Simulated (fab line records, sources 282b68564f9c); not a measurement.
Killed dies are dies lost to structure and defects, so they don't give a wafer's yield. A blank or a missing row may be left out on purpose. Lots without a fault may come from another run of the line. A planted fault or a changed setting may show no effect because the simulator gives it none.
A struck lot beside a sound one | flow rit_cmos | 15 steps out of a route of 202
Sound: wafers L487.1, L487.3, L487.6. Struck: wafer L495.4. (L495.1, L495.3 of the same lot were not struck and are left out.) The cause comes at the end.
At each step with rows: each side's tool, then ch and its chambers, then its first start. Under that, the readings that differ: sound wafers | struck wafers | difference of the means | sigmas: that difference in standard deviations of wafers without a fault.
alike: readings whose means differ by less than 2 such deviations, and words and numbers that are the same on both sides. not compared: withheld readings, readings that some wafer has no value for, bounds like >300 that may hide the same value, and numbers for which the record gives no deviation and whose values overlap.
The two part at a step that has a row with sigmas, a row that says differs or no value, or rows on one side only. Numbers that don't overlap but have no deviation are shown without sigmas and don't part them. A reading that every wafer of one side lacks parts them only if that side has two wafers or more.

RIT_GATE_THK_MEAS_07:
  sound on film_metro-03, day 2 10:41; struck on film_metro-03, day 4 06:57
  alike: GATE_OXIDE_THK
then, 1 step without rows for these wafers: RIT_GATE_CVD_08 (deposits poly-Si from SiH4, target thk 250 nm, time 2220 s).
RIT_GATE_THK_MEAS_09:
  sound on film_metro-03, day 2 12:22; struck on film_metro-04, day 4 08:38
  alike: GATE_POLY_THK
then, 6 steps without rows for these wafers: RIT_GATE_HMDS_10 (prime time 60 s); RIT_GATE_COAT_11 (resist thk 850 nm); RIT_GATE_SOFTBAKE_12 (time 60 s); RIT_GATE_EXPOSE_13 (exposes mask M6, target cd 150 nm); RIT_GATE_PEB_14; RIT_GATE_DEVELOP_15 (develop time 50 s).
RIT_GATE_CD_MEAS_16: target cd 150 nm.
  sound on cd_sem-01, day 2 13:25; struck on cd_sem-02, day 4 09:40
  alike: cd_nm
RIT_GATE_OVL_MEAS_17:
  sound on overlay-02, day 2 13:32; struck on overlay-01, day 4 09:47
  alike: GATE_OVL
then, 1 step without rows for these wafers: RIT_GATE_HARDBAKE_18 (time 60 s).
RIT_GATE_ETCH_19: etches poly-Si in SF6/CHF3/O2, stops on SiO2, time 165 s, target depth 312.5 nm.
  sound on rie_si-01 ch 2,3, day 2 13:43; struck on rie_si-01 ch 1, day 4 09:58
  reading                                   | sound             | struck | difference | sigmas
  drypump_motor_current_A (A)               | 5.2 4.6 4.7       | 6.6    | +1.8       | +3
  rf_fwd_power_W (W)                        | 159.5 158.9 159.6 | 184.7  | +25.4      | +54
  model.NOVOLAK_of_GATE_COAT_11.thk_nm (nm) | 674.6 670.6 669.7 | 663.1  | -8.5       |
  alike: chamber_pressure_mTorr, oes_product_au, throttle_valve_pct
  not compared: rf_hours_counter_h
RIT_GATE_STRIP_20: strips in O2, time 180 s.
  sound on plasma_asher-01 ch 0,1, day 2 13:49; struck on plasma_asher-02 ch 1, day 4 10:04
  reading                     | sound       | struck | difference | sigmas
  drypump_motor_current_A (A) | 5.9 5.8 5.9 | 4.9    | -1.0       | -2
  alike: chamber_pressure_mTorr
  not compared: rf_hours_counter_h
RIT_M1_PROBE_99:
  sound on prober-02, day 3 12:40; struck on prober-02, day 5 07:34
  reading                                 | sound                        | struck   | difference | sigmas
  model.etest.antenna_poly.vt_shift_v (V) | -0.00667 -0.007343 -0.006559 | -0.01246 | -0.00560   |
  alike: killed_at_contacts, killed_at_front_end, killed_dies, killed_open, killed_short

WHERE THEY PART
First at RIT_GATE_ETCH_19; last, within this record, at RIT_GATE_STRIP_20. Later steps at which nothing parts them and some readings are alike: RIT_M1_PROBE_99.

WHY: what the simulator had put in
Process parameter drift: rie_si-01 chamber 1, from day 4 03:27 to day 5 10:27, at RIT_GATE_ETCH_19. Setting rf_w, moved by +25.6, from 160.
